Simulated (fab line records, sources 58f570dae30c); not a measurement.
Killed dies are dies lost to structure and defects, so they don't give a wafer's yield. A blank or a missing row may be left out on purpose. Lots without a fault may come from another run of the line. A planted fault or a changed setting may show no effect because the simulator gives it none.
Which tool did it? | flow berkeley_cmos170 | 14 lots, 42 wafers sampled, at 4 steps of a route of 331

WHAT THE GAUGES READ, wafer by wafer
UCB170_NSD_TW_MEAS_10.
lot  | measured     | on            | NSD_TW
L551 | day 8 08:40  | film_metro-03 | 4216 4224 4210
L552 | day 8 08:53  | film_metro-03 | 4219 4216 4227
L553 | day 8 09:31  | film_metro-01 | 4095 4104 4106
L557 | day 8 18:58  | film_metro-01 | 4069 4113 4097
L556 | day 8 18:58  | film_metro-03 | 4170 4201 4193
L559 | day 9 02:02  | film_metro-01 | 4138 4105 4132
L561 | day 9 17:53  | film_metro-01 | 4145 4144 4129
L563 | day 10 03:26 | film_metro-01 | 4106 4122 4108
L566 | day 10 03:41 | film_metro-04 | 4188 4191 4166
L564 | day 10 03:58 | film_metro-01 | 4099 4122 4097
L571 | day 11 10:49 | film_metro-04 | 4224 4214 4259
L572 | day 12 03:01 | film_metro-03 | 4165 4162 4155
L574 | day 12 03:12 | film_metro-01 | 4098 4092 4086
L573 | day 12 03:26 | film_metro-04 | 4215 4203 4190

UCB170_M1_RS_MEAS_01: measures by four-point-probe.
lot  | measured     | on            | M1_AL_RS (ohm/sq)
L551 | day 8 18:34  | film_metro-03 | 0.0474 0.0471 0.0472
L552 | day 8 19:05  | film_metro-04 | 0.0483 0.0475 0.0481
L553 | day 8 19:14  | film_metro-01 | 0.0480 0.0477 0.0481
L557 | day 9 04:22  | film_metro-04 | 0.0488 0.0485 0.0488
L556 | day 9 04:11  | film_metro-04 | 0.0486 0.0481 0.0481
L559 | day 9 10:23  | film_metro-01 | 0.0484 0.0482 0.0482
L561 | day 10 03:18 | film_metro-04 | 0.0476 0.0473 0.0475
L563 | day 10 10:11 | film_metro-03 | 0.0471 0.0478 0.0474
L566 | day 10 13:47 | film_metro-03 | 0.0483 0.0477 0.0477
L564 | day 10 13:47 | film_metro-01 | 0.0487 0.0486 0.0484
L571 | day 11 18:14 | film_metro-04 | 0.0473 0.0483 0.0479
L572 | day 12 10:25 | film_metro-01 | 0.0479 0.0477 0.0482
L574 | day 12 11:08 | film_metro-01 | 0.0486 0.0477 0.0489
L573 | day 12 11:59 | film_metro-04 | 0.0479 0.0483 0.0485

WHICH TOOL RAN EACH LOT (tool, then ch and the chambers of the sampled wafers, then the start)
lot  | UCB170_SILICIDE_SPUTTER_01   | UCB170_CONTACT_RTA_08
L551 | pvd_sputter-02, day 8 11:25  | rtp_anneal-02 ch 0, day 8 15:58
L552 | pvd_sputter-03, day 8 11:47  | rtp_anneal-02 ch 0, day 8 16:17
L553 | pvd_sputter-03, day 8 12:19  | rtp_anneal-01 ch 0, day 8 16:28
L557 | pvd_sputter-02, day 8 20:44  | rtp_anneal-01 ch 0, day 9 01:33
L556 | pvd_sputter-03, day 8 20:55  | rtp_anneal-02 ch 0, day 9 01:22
L559 | pvd_sputter-01, day 9 04:17  | rtp_anneal-01 ch 0, day 9 07:58
L561 | pvd_sputter-02, day 9 19:56  | rtp_anneal-02 ch 0, day 10 00:09
L563 | pvd_sputter-02, day 10 05:22 | rtp_anneal-02 ch 0, day 10 08:29
L566 | pvd_sputter-01, day 10 05:29 | rtp_anneal-02 ch 0, day 10 10:25
L564 | pvd_sputter-02, day 10 05:58 | rtp_anneal-02 ch 0, day 10 10:29
L571 | pvd_sputter-02, day 11 12:27 | rtp_anneal-02 ch 0, day 11 15:33
L572 | pvd_sputter-03, day 12 04:55 | rtp_anneal-02 ch 0, day 12 07:58
L574 | pvd_sputter-02, day 12 05:26 | rtp_anneal-01 ch 0, day 12 08:47
L573 | pvd_sputter-03, day 12 05:26 | rtp_anneal-02 ch 0, day 12 08:53
- UCB170_SILICIDE_SPUTTER_01: material Ti, target thk 30 nm, time 25 s.
- UCB170_CONTACT_RTA_08: time 10 s.

WHAT THE TOOLS THEMSELVES READ (means of the sampled wafers that have a number; where no wafer has one, the mark that the record gives instead)
UCB170_SILICIDE_SPUTTER_01.
lot  | tool           | throttle_valve_pct (%)
L551 | pvd_sputter-02 | 29.4
L552 | pvd_sputter-03 | 30.8
L553 | pvd_sputter-03 | 29.3
L557 | pvd_sputter-02 | 29.4
L556 | pvd_sputter-03 | 30.2
L559 | pvd_sputter-01 | 29.8
L561 | pvd_sputter-02 | 29.9
L563 | pvd_sputter-02 | 29.9
L566 | pvd_sputter-01 | 29.4
L564 | pvd_sputter-02 | 28.9
L571 | pvd_sputter-02 | 30.1
L572 | pvd_sputter-03 | 30.5
L574 | pvd_sputter-02 | 29.9
L573 | pvd_sputter-03 | 29.1

UCB170_CONTACT_RTA_08.
lot  | tool          | lamp_power_pct (%) | wafer_temp_C_max
L551 | rtp_anneal-02 | 21.6               | 904.7
L552 | rtp_anneal-02 | 21.6               | 905.7
L553 | rtp_anneal-01 | 23.1               | 905.1
L557 | rtp_anneal-01 | 22.2               | 889.7
L556 | rtp_anneal-02 | 21.6               | 907.2
L559 | rtp_anneal-01 | 22.2               | 889.8
L561 | rtp_anneal-02 | 21.6               | 905.7
L563 | rtp_anneal-02 | 21.6               | 905.7
L566 | rtp_anneal-02 | 21.6               | 905.4
L564 | rtp_anneal-02 | 21.6               | 905.0
L571 | rtp_anneal-02 | 21.6               | 905.2
L572 | rtp_anneal-02 | 21.6               | 905.4
L574 | rtp_anneal-01 | 23.2               | 904.7
L573 | rtp_anneal-02 | 21.6               | 905.9

THE ANSWER, worked out from the rows above alone
Rule: what is usual is taken from the lots themselves. Put in order of their means at a reading, lots are off if they are a third of the lots or fewer, leave a main group of 4 or more, and stand apart from it by a gap of 3 or more times the standard deviation of the main group's means; of several such gaps the widest counts. A main group whose means are all the same, to the digits that the tables above print for the reading, isn't used. A lot without any number at a reading at which 4 lots or more have one is off too. The other lots that the step has rows for count as sound. The gauges are gone through in route order, then the tools' own readings, and for those a lot's mean is taken as printed above. The first step at which some lot is off is used, and at that step the reading that is off furthest; a lot without a number counts as furthest.
Off: L557, L559, at UCB170_CONTACT_RTA_08 (wafer_temp_C_max). The main group: mean 905.5, standard deviation 0.64.
A tool fits if, at that step or a process step before it, it ran every lot that is off, and no sound lot after the first of them. None of those tried fits.

WHAT THE SIMULATOR HAD PUT IN
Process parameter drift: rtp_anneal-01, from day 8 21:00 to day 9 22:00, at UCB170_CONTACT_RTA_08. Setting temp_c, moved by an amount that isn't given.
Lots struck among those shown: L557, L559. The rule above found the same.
